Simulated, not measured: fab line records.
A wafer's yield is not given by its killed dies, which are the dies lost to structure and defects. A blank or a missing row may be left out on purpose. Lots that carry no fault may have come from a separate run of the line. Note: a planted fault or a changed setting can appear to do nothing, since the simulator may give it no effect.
The tool behind it: which one?	flow rit cmos	42 wafers from 14 lots sampled at 2 of the route's 202 steps

== WHAT EACH GAUGE READ, for each wafer ==
RIT_SDANNEAL_RS_MEAS_05: the measuring method here is four-point-probe.
lot	measured	on	NSD_RS (ohm/sq)
L766	day 3 01:23	film metro-04	84.1 84.1 84.0
L767	day 3 05:59	film metro-04	84.4 84.3 84.4
L768	day 3 12:49	film metro-04	84.2 84.4 84.5
L769	day 3 17:17	film metro-04	84.3 84.0 84.3
L770	day 3 23:56	film metro-04	84.5 84.5 84.7
L771	day 4 04:29	film metro-01	84.8 84.8 84.7
L772	day 4 08:50	film metro-04	84.1 84.0 84.2
L773	day 4 12:49	film metro-01	85.1 85.3 85.3
L774	day 5 03:33	film metro-04	84.5 84.3 84.4
L776	day 5 09:46	film metro-01	84.3 84.6 84.3
L779	day 6 04:33	film metro-01	84.5 84.5 84.6
L780	day 6 05:47	film metro-02	89.4 89.3 89.4
L781	day 6 09:38	film metro-01	84.2 84.5 84.4
L784	day 6 20:50	film metro-02	89.4 89.2 89.1

== WHAT TOOL EACH LOT RAN ON (gives the tool, then ch and the chambers of the sampled wafers, and finally the start) ==
lot	RIT_NSD_IMPLANT_08
L766	implanter-01 ch 0, day 2 22:59
L767	implanter-01 ch 0, day 3 03:28
L768	implanter-01 ch 0, day 3 10:27
L769	implanter-03 ch 0, day 3 14:47
L770	implanter-02 ch 0, day 3 21:26
L771	implanter-01 ch 0, day 4 02:01
L772	implanter-02 ch 0, day 4 06:23
L773	implanter-01 ch 0, day 4 10:28
L774	implanter-03 ch 0, day 5 01:05
L776	implanter-03 ch 0, day 5 07:25
L779	implanter-01 ch 0, day 6 01:53
L780	implanter-01 ch 0, day 6 03:17
L781	implanter-03 ch 0, day 6 07:08
L784	implanter-01 ch 0, day 6 18:22
- RIT_NSD_IMPLANT_08

== AS READ BY THE TOOLS THEMSELVES (means over the sampled wafers that have a number; for cases with no such wafer, the mark the record gives instead) ==
RIT_NSD_IMPLANT_08.
lot	tool	dose ions cm2	faraday current uA
L766	implanter-01	9.991e+14	3162
L767	implanter-01	9.990e+14	3109
L768	implanter-01	1.000e+15	3109
L769	implanter-03	9.998e+14	3108
L770	implanter-02	1.001e+15	3183
L771	implanter-01	9.992e+14	3148
L772	implanter-02	9.997e+14	3130
L773	implanter-01	9.991e+14	3146
L774	implanter-03	1.002e+15	3146
L776	implanter-03	9.993e+14	3152
L779	implanter-01	9.991e+14	3137
L780	implanter-01	9.325e+14	2943
L781	implanter-03	9.997e+14	3051
L784	implanter-01	9.333e+14	2909

== THE ANSWER, worked out from the rows above alone ==
Rule: the lots themselves supply what counts as usual. Put in order of their means at a reading, lots are off if they are a third of the lots or fewer, leave a main group of 4 or more, and stand apart from it by a gap of 3 or more times the standard deviation of the main group's means; of several such gaps the widest counts. Not used: any main group whose means are identical at the precision the tables above print for the reading. A lot without any number at a reading at which 4 lots or more have one is off too. The other lots that the step has rows for count as sound. Order of review: gauges by route order, followed by the tools' own readings, for which a lot's mean as printed above is used. At the first step where some lot is off, the reading lying furthest off is the one used; lots without a number count as furthest.
Off: L780, L784, seen at RIT_SDANNEAL_RS_MEAS_05 (NSD_RS). Mean 84.4 ohm/sq and standard deviation 0.3 in the main group.
If a tool, at a process step before that reading, ran all the lots that are off and no sound lot after the first of them, it fits. Not tried: the gauges at RIT_SDANNEAL_RS_MEAS_05; whatever is off there is also off at RIT_NSD_IMPLANT_08, on other tools, and gauge error can't account for it. One fits: implanter-01 at RIT_NSD_IMPLANT_08. A fault onset in the window from L779 (day 6 01:53, its last sound lot) to L780 (day 6 03:17, its first lot off) fits.
The tool's own readings at RIT_NSD_IMPLANT_08 bear it out: on the lots that are off they differ by more than 5 times the standard deviation of the sound lots' means. dose ions cm2 reads 9.329e+14 there against 9.998e+14 on the sound lots; faraday current uA reads 2926 there against 3132 on the sound lots.

== WHAT THE SIMULATOR HAD PUT IN ==
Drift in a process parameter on implanter-01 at RIT_NSD_IMPLANT_08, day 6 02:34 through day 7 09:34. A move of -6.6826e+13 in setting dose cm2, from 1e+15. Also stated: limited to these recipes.
Struck lots among those shown: L780, L784. Same finding as the rule above.
